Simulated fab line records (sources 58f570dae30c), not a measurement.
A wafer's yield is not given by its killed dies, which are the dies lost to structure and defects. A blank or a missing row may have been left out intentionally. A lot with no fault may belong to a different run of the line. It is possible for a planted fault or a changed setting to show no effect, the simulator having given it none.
Matching of chambers || flow berkeley_cmos170 || UCB170_V1_ETCH_14 on rie_diel-01: 4 sister chambers
The step etches SiO2 in CHF3/CF4/Ar, stops on Al, target depth 1250 nm, time 291 s. 4 wafers are shown with their chamber, then 7 later ones without.

WAFERS, EACH WITH ITS CHAMBER
{"wafer": "L272.6", "chamber": 2, "throttle_valve_pct (%)": 6.99}
{"wafer": "L276.4", "chamber": 3, "throttle_valve_pct (%)": 6.85}
{"wafer": "L282.2", "chamber": 1, "throttle_valve_pct (%)": 7.04}
{"wafer": "L282.4", "chamber": 0, "throttle_valve_pct (%)": 6.83}

WAFERS MISSING THEIR CHAMBER
{"wafer": "L282.5", "throttle_valve_pct (%)": 6.86}
{"wafer": "L285.1", "throttle_valve_pct (%)": 6.84}
{"wafer": "L285.3", "throttle_valve_pct (%)": 6.97}
{"wafer": "L285.5", "throttle_valve_pct (%)": 6.84}
{"wafer": "L288.1", "throttle_valve_pct (%)": 6.83}
{"wafer": "L288.3", "throttle_valve_pct (%)": 7.02}
{"wafer": "L288.5", "throttle_valve_pct (%)": 6.99}

CHAMBER TAKEN BY EACH
{"wafer": "L282.5", "from the rows above": "can't be placed: 3 or 0", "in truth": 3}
{"wafer": "L285.1", "from the rows above": "can't be placed: 0 or 3", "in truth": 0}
{"wafer": "L285.3", "from the rows above": 2, "in truth": 2}
{"wafer": "L285.5", "from the rows above": "can't be placed: 0 or 3", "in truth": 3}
{"wafer": "L288.1", "from the rows above": "can't be placed: 0 or 3", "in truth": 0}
{"wafer": "L288.3", "from the rows above": "can't be placed: 1 or 2", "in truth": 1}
{"wafer": "L288.5", "from the rows above": 2, "in truth": 2}
Placed correctly: 2 of 7. Can't be placed from these rows: 5 (the true chamber is among the candidates in 5). Placed wrongly: 0.
How it was worked out, from the rows above alone: a wafer's distance from a chamber is the root of the sum, over the readings, of the square of ((its reading less the chamber's mean) divided by the reading's scatter). If the next closest chamber is less than 2 further off than the closest, the wafer can't be placed; otherwise it belongs to the closest. The mean given for a chamber averages the wafers shown for that chamber. The scatter: root of mean squared gap, hidden wafer to nearest shown wafer, with one shown wafer a chamber.
